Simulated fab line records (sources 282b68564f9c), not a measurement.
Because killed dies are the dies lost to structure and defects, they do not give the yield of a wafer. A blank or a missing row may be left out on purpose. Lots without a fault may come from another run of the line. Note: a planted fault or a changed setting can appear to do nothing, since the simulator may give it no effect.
Which tool was responsible? | flow rit cmos | 14 lots, 42 wafers sampled, at 3 steps of a route of 202

## WHAT THE GAUGES SHOWED, per wafer
RIT_PWELL_TW_MEAS_10.
lot  | measured    | on            | PWELL_TW
L819 | day 2 07:40 | film metro-02 | 962 964 964
L820 | day 2 09:02 | film metro-04 | 930 932 934
L821 | day 2 11:17 | film metro-03 | 956 959 949
L822 | day 2 15:19 | film metro-04 | 926 933 930
L823 | day 2 20:00 | film metro-03 | 953 956 955
L824 | day 3 01:00 | film metro-04 | 937 943 939
L825 | day 3 05:16 | film metro-03 | 965 962 959
L826 | day 3 09:17 | film metro-03 | 962 960 962
L827 | day 3 15:16 | film metro-04 | 1167 1170 1173
L828 | day 3 19:29 | film metro-04 | 934 929 929
L831 | day 4 10:36 | film metro-03 | 962 958 961
L832 | day 4 15:42 | film metro-04 | 1158 1166 1165
L835 | day 5 06:47 | film metro-03 | 1182 1181 1192
L838 | day 5 21:40 | film metro-04 | 937 934 938

RIT_WELLDRIVE_RS_MEAS_02: a four-point-probe measurement.
lot  | measured    | on            | PWELL_RS (ohm/sq)
L819 | day 2 12:56 | film metro-04 | 430.6 431.0 432.9
L820 | day 2 14:56 | film metro-04 | 431.4 429.9 431.3
L821 | day 2 18:01 | film metro-02 | 428.7 429.1 428.6
L822 | day 2 20:35 | film metro-04 | 431.4 430.9 430.2
L823 | day 3 01:31 | film metro-02 | 431.7 430.4 429.7
L824 | day 3 06:52 | film metro-02 | 426.9 427.4 427.4
L825 | day 3 11:55 | film metro-03 | 427.0 427.7 426.7
L826 | day 3 14:33 | film metro-04 | 429.2 430.7 431.6
L827 | day 3 20:33 | film metro-03 | 278.3 278.4 278.7
L828 | day 4 01:17 | film metro-03 | 431.5 431.3 430.6
L831 | day 4 16:56 | film metro-03 | 430.5 427.9 427.8
L832 | day 4 20:58 | film metro-02 | 279.9 279.8 279.0
L835 | day 5 12:04 | film metro-03 | 281.1 280.4 280.1
L838 | day 6 03:06 | film metro-02 | 427.6 427.1 427.6

## TOOL THAT RAN EACH LOT (tool first, then ch and the chambers of the sampled wafers, then the start)
lot  | RIT_PWELL_IMPLANT_08
L819 | implanter-04 ch 0, day 2 07:21
L820 | implanter-02 ch 0, day 2 08:43
L821 | implanter-04 ch 0, day 2 10:59
L822 | implanter-04 ch 0, day 2 14:59
L823 | implanter-01 ch 0, day 2 19:43
L824 | implanter-02 ch 0, day 3 00:43
L825 | implanter-02 ch 0, day 3 04:58
L826 | implanter-04 ch 0, day 3 08:58
L827 | implanter-01 ch 0, day 3 14:40
L828 | implanter-02 ch 0, day 3 19:10
L831 | implanter-01 ch 0, day 4 10:16
L832 | implanter-04 ch 0, day 4 15:04
L835 | implanter-02 ch 0, day 5 06:10
L838 | implanter-04 ch 0, day 5 21:20
- RIT_PWELL_IMPLANT_08

## WHAT THE TOOLS THEMSELVES READ (means of the sampled wafers that have a number; where no wafer has one, the mark that the record gives instead)
The record holds no such reading with a usual standard deviation.

## THE ANSWER, worked out from the rows above alone
Rule: the lots themselves supply what counts as usual. The widest of any qualifying gaps counts: lots, ordered by their means at a reading, are off when they make up no more than a third of the lots, leave a main group of 4 or more, and stand apart from it by 3 or more times the standard deviation of that group's means. A main group is skipped when, at the precision printed for the reading in the tables above, its means are all equal. Also off: a lot with no number at a reading for which 4 or more lots have one. Where the step has rows for the other lots, those lots are counted as sound. First the gauges in route order, then the tools' own readings, where a lot's mean is used as printed above. The first step at which some lot is off is used, and at that step the reading that is off furthest; a lot without a number counts as furthest.
Off: L827, L832, L835, seen at RIT_PWELL_TW_MEAS_10 (PWELL_TW). The main group: mean 948, standard deviation 13.
A tool fits if, at a process step before that reading, it ran every lot that is off, and no sound lot after the first of them. Gauges at RIT_PWELL_TW_MEAS_10: tried the same way as those tools. Of those tried, none fits.

## WHAT WAS PUT IN BY THE SIMULATOR
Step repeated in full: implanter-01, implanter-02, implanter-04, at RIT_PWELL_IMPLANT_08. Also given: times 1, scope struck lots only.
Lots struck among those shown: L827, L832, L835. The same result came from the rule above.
